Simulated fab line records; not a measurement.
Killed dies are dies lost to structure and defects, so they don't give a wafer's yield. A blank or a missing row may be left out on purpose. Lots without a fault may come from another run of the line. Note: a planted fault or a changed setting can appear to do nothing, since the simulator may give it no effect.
Which tool was responsible? :: flow berkeley_cmos170 :: 7 lots with 21 wafers sampled at 4 steps, on a route of 331 steps

WHAT THE GAUGES SHOWED, per wafer
UCB170_SDANNEAL_RS_MEAS_05: the measuring method here is four-point-probe.
lot: L392
measured: day 7 21:38
on: film_metro-02
NLDD_RS (ohm/sq): 616.1 618.0 616.6

lot: L395
measured: day 9 00:26
on: film_metro-01
NLDD_RS (ohm/sq): 615.6 616.8 615.3

lot: L396
measured: day 9 08:05
on: film_metro-03
NLDD_RS (ohm/sq): 616.6 617.3 617.5

lot: L400
measured: day 10 17:27
on: film_metro-03
NLDD_RS (ohm/sq): 617.4 617.1 614.2

lot: L404
measured: day 11 05:59
on: film_metro-01
NLDD_RS (ohm/sq): 617.0 616.9 616.1

lot: L410
measured: day 13 17:43
on: film_metro-02
NLDD_RS (ohm/sq): 616.5 616.7 618.0

lot: L414
measured: day 13 18:07
on: film_metro-01
NLDD_RS (ohm/sq): 604.0 603.1 603.6 603.9 603.1 603.3

TOOL THAT RAN EACH LOT (tool first, then ch and the chambers of the sampled wafers, then the start)
lot: L392
UCB170_PWELL_STRIP_16: plasma_asher-03 ch 0,1, day 3 11:15
UCB170_NLDD_IMPLANT_09: implanter-02 ch 0, day 7 06:14
UCB170_SDANNEAL_RTA_00: rtp_anneal-01 ch 0, day 7 21:09

lot: L395
UCB170_PWELL_STRIP_16: plasma_asher-03 ch 0,1, day 4 00:17
UCB170_NLDD_IMPLANT_09: implanter-01 ch 0, day 8 07:41
UCB170_SDANNEAL_RTA_00: rtp_anneal-02 ch 0, day 8 23:50

lot: L396
UCB170_PWELL_STRIP_16: plasma_asher-04 ch 0,1, day 4 09:55
UCB170_NLDD_IMPLANT_09: implanter-04 ch 0, day 8 18:17
UCB170_SDANNEAL_RTA_00: rtp_anneal-01 ch 0, day 9 07:35

lot: L400
UCB170_PWELL_STRIP_16: plasma_asher-04 ch 0,1, day 5 09:32
UCB170_NLDD_IMPLANT_09: implanter-02 ch 0, day 10 00:27
UCB170_SDANNEAL_RTA_00: rtp_anneal-02 ch 0, day 10 16:58

lot: L404
UCB170_PWELL_STRIP_16: plasma_asher-03 ch 0,1, day 6 07:20
UCB170_NLDD_IMPLANT_09: implanter-01 ch 0, day 10 15:59
UCB170_SDANNEAL_RTA_00: rtp_anneal-01 ch 0, day 11 05:29

lot: L410
UCB170_PWELL_STRIP_16: plasma_asher-04 ch 0,1, day 8 01:41
UCB170_NLDD_IMPLANT_09: implanter-04 ch 0, day 13 06:08
UCB170_SDANNEAL_RTA_00: rtp_anneal-01 ch 0, day 13 17:13

lot: L414
UCB170_PWELL_STRIP_16: plasma_asher-03 ch 0,1, day 8 12:27
UCB170_NLDD_IMPLANT_09: implanter-01 ch 0, day 13 06:22
UCB170_SDANNEAL_RTA_00: rtp_anneal-01 ch 0, day 13 17:34
- UCB170_PWELL_STRIP_16: strips in O2.
- UCB170_NLDD_IMPLANT_09
- UCB170_SDANNEAL_RTA_00: time 10 s.

THE ANSWER, worked out from the rows above alone
Rule: the lots themselves supply what counts as usual. The widest of any qualifying gaps counts: lots, ordered by their means at a reading, are off when they make up no more than a third of the lots, leave a main group of 4 or more, and stand apart from it by 3 or more times the standard deviation of that group's means. The tables above print the reading to a certain number of digits; a main group whose means all agree to those digits is not used. Also off: a lot with no number at a reading for which 4 or more lots have one. The other lots that the step has rows for count as sound.
Off: at UCB170_SDANNEAL_RS_MEAS_05 (NLDD_RS), L414. The main group has a mean of 616.6 ohm/sq with a standard deviation of 0.45.
If a tool, at a process step before that reading, ran all the lots that are off and no sound lot after the first of them, it fits. The gauges at UCB170_SDANNEAL_RS_MEAS_05 are tried like those tools. Can't be told from this: 4 tools fit, plasma_asher-03 at UCB170_PWELL_STRIP_16, implanter-01 at UCB170_NLDD_IMPLANT_09, rtp_anneal-01 at UCB170_SDANNEAL_RTA_00, film_metro-01 at UCB170_SDANNEAL_RS_MEAS_05.

WHAT THE SIMULATOR HAD INSERTED
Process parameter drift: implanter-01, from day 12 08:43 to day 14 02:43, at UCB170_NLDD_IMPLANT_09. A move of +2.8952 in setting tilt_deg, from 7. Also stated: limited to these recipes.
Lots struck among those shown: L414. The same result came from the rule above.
